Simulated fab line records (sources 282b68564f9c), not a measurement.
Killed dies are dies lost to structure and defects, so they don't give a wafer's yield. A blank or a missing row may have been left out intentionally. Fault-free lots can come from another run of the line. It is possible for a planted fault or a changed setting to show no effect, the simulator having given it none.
Which of the tools did it?    flow rit cmos    14 lots (42 wafers sampled), 1 step of a 202-step route

## WHAT THE GAUGES SHOWED, per wafer
The record holds no reading of a measuring or inspecting step that can be judged against a usual standard deviation.

## TOOL THAT RAN EACH LOT (tool first, then ch and the chambers of the sampled wafers, then the start)
lot   RIT_NSD_EXPOSE_03
L603  iline stepper-01 ch 0, day 3 03:52
L604  iline stepper-01 ch 0, day 3 07:41
L605  iline stepper-02 ch 0, day 3 14:48
L607  iline stepper-02 ch 0, day 3 21:41
L609  iline stepper-02 ch 0, day 4 06:10
L611  iline stepper-01 ch 0, day 4 19:21
L612  iline stepper-01 ch 0, day 4 21:46
L613  iline stepper-02, day 5 04:49
L614  iline stepper-02, day 5 09:35
L616  iline stepper-01 ch 0, day 5 16:37
L623  iline stepper-01 ch 0, day 7 11:58
L624  iline stepper-02 ch 0, day 7 15:58
L625  iline stepper-02 ch 0, day 7 20:19
L626  iline stepper-02 ch 0, day 8 00:29
- RIT_NSD_EXPOSE_03: exposes mask M9, target cd 40700 nm.

## AS READ BY THE TOOLS THEMSELVES (means over the sampled wafers that have a number; for cases with no such wafer, the mark the record gives instead)
RIT_NSD_EXPOSE_03.
lot   tool              exposure dose mJ cm2  focus offset nm (nm)
L603  iline stepper-01  250.04                0.3
L604  iline stepper-01  250.26                -0.3
L605  iline stepper-02  250.08                0.2
L607  iline stepper-02  249.93                -0.1
L609  iline stepper-02  249.96                -0.0
L611  iline stepper-01  250.03                -0.2
L612  iline stepper-01  250.04                0.5
L613  iline stepper-02  -                     -
L614  iline stepper-02  -                     -
L616  iline stepper-01  249.86                -0.0
L623  iline stepper-01  250.10                0.1
L624  iline stepper-02  250.20                0.2
L625  iline stepper-02  250.10                0.1
L626  iline stepper-02  249.82                0.1

## THE ANSWER, worked out from the rows above alone
Rule: the usual values come from the lots themselves. The widest of any qualifying gaps counts: lots, ordered by their means at a reading, are off when they make up no more than a third of the lots, leave a main group of 4 or more, and stand apart from it by 3 or more times the standard deviation of that group's means. The tables above print the reading to a certain number of digits; a main group whose means all agree to those digits is not used. A lot without any number at a reading at which 4 lots or more have one is off too. Any other lot the step has rows for is counted as sound. After the gauges, taken in route order, come the tools' own readings; for these a lot's mean is taken, as printed above. At the first step where some lot is off, the reading lying furthest off is the one used; lots without a number count as furthest.
Off, at RIT_NSD_EXPOSE_03 on exposure dose mJ cm2: L613, L614. Without a number there: L613, L614. The main group: mean 250.03, standard deviation 0.12.
A tool fits if, at that step or a process step before it, it ran every lot that is off, and no sound lot after the first of them. Of those tried, none fits.

## WHAT HAD BEEN PUT IN BY THE SIMULATOR
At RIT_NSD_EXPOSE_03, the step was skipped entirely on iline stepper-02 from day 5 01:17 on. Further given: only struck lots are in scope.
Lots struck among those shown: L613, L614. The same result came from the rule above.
